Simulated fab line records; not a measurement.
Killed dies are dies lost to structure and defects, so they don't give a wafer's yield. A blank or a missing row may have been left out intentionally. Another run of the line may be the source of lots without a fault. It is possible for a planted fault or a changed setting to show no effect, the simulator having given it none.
The same fault as seen by 2 desks | flow berkeley-cmos170 | numbers are kept per desk, each desk with only its own; the story behind them comes last

== AT THE TOOL OWNER'S DESK: rtp-anneal-01 ==
Per lot that ran on this tool, the mean of the sampled wafers carrying a number, from the tool's own readings at UCB170_SDANNEAL_RTA_01 (time 5 s). A lot is out of limits, marked OUT, if its mean lies more than 4 standard deviations from the usual mean; the brackets give that distance.
Columns: A = lamp-power-pct at UCB170_SDANNEAL_RTA_01, usual 42 %; B = wafer_temp_C_max at UCB170_SDANNEAL_RTA_01, usual 1055.9
lot  | first seen here | A  | B
L960 | day 8 10:52     | 37 | 1054.0
L962 | day 8 18:43     | 39 | 1079.3 (+13) OUT
L965 | day 9 13:41     | 39 | 1078.6 (+13) OUT
L976 | day 12 04:25    | 37 | 1054.3
L981 | day 12 10:26    | 37 | 1054.1
This desk's finding: out of limits on L962, L965; first on L962, day 8 18:43 (wafer_temp_C_max at UCB170_SDANNEAL_RTA_01). In limits: L960, L976, L981.

== AT THE METROLOGY DESK ==
What the gauges read for every lot (on any tool): the sampled wafers with a number, averaged. A lot is out of limits, marked OUT, if its mean lies more than 4 standard deviations from the usual mean; the brackets give that distance.
Columns: A = NWELL_TW at UCB170_NWELL_TW_MEAS_16, usual 1236; B = cd-nm at UCB170_PSD_CD_MEAS_06, usual 1200.1 nm; C = PSD_RS at UCB170_SDANNEAL_RS_MEAS_02, usual 75.48 ohm/sq; D = NSD_RS at UCB170_SDANNEAL_RS_MEAS_03, usual 37.27 ohm/sq; E = PLDD_RS at UCB170_SDANNEAL_RS_MEAS_04, usual 1030.0 ohm/sq
lot  | first seen here | A    | B      | C               | D               | E
L959 | day 2 16:43     | 1249 | 1199.3 | 75.23           | 37.34           | 1030.2
L960 | day 2 22:01     | 1222 | 1199.7 | 75.95           | 37.30           | 1032.8
L962 | day 3 06:05     | 1245 | 1200.0 | 65.59 (-35) OUT | 35.54 (-17) OUT | 1012.1 (-6.0) OUT
L963 | day 3 06:29     | 1248 | 1199.5 | 75.51           | 37.28           | 1029.0
L965 | day 3 14:28     | 1247 | 1198.5 | 65.47 (-36) OUT | 35.79 (-15) OUT | 1005.2 (-8.3) OUT
L968 | day 4 09:50     | 1217 | 1199.8 | 75.16           | 37.30           | 1027.1
L970 | day 4 18:20     | 1227 | 1200.1 | 75.71           | 37.43           | 1033.6
L972 | day 5 04:36     | 1233 | 1199.5 | 75.44           | 37.30           | 1032.3
L974 | day 5 18:52     | 1253 | 1201.2 | 75.19           | 37.26           | 1032.6
L976 | day 6 12:02     | 1221 | 1200.5 | 75.56           | 37.17           | 1026.7
L978 | day 6 21:14     | 1232 | 1200.3 | 75.72           | 37.28           | 1028.0
L981 | day 7 06:26     | 1224 | 1199.3 | 75.77           | 37.29           | 1032.0
L980 | day 7 06:39     | 1226 | 1203.1 | 75.35           | 37.41           | 1032.2
L982 | day 7 10:37     | 1253 | 1199.1 | 75.53           | 37.41           | 1036.3
This desk finds L962, L965 out of limits, with the earliest case on L962 at day 8 18:47 (PSD_RS at UCB170_SDANNEAL_RS_MEAS_02). In limits: L959, L960, L963, L968, L970, L972, L974, L976, L978, L981, L980, L982.

== BROUGHT TOGETHER ==
The tool owner's desk could have raised an alarm at day 8 18:43, on L962, L965.
The metrology desk could have raised an alarm at day 8 18:47, on L962, L965.
UCB170_SDANNEAL_RTA_01 was run on rtp-anneal-01 by each of the lots named.

== WHAT THE SIMULATOR HAD PUT IN ==
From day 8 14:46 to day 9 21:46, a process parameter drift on rtp-anneal-01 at UCB170_SDANNEAL_RTA_01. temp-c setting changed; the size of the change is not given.
Struck lots among those shown: L962, L965.
Counting hours from when the fault started, the first reading out of limits came at 4 for the tool owner's desk and at 4 for the metrology desk.
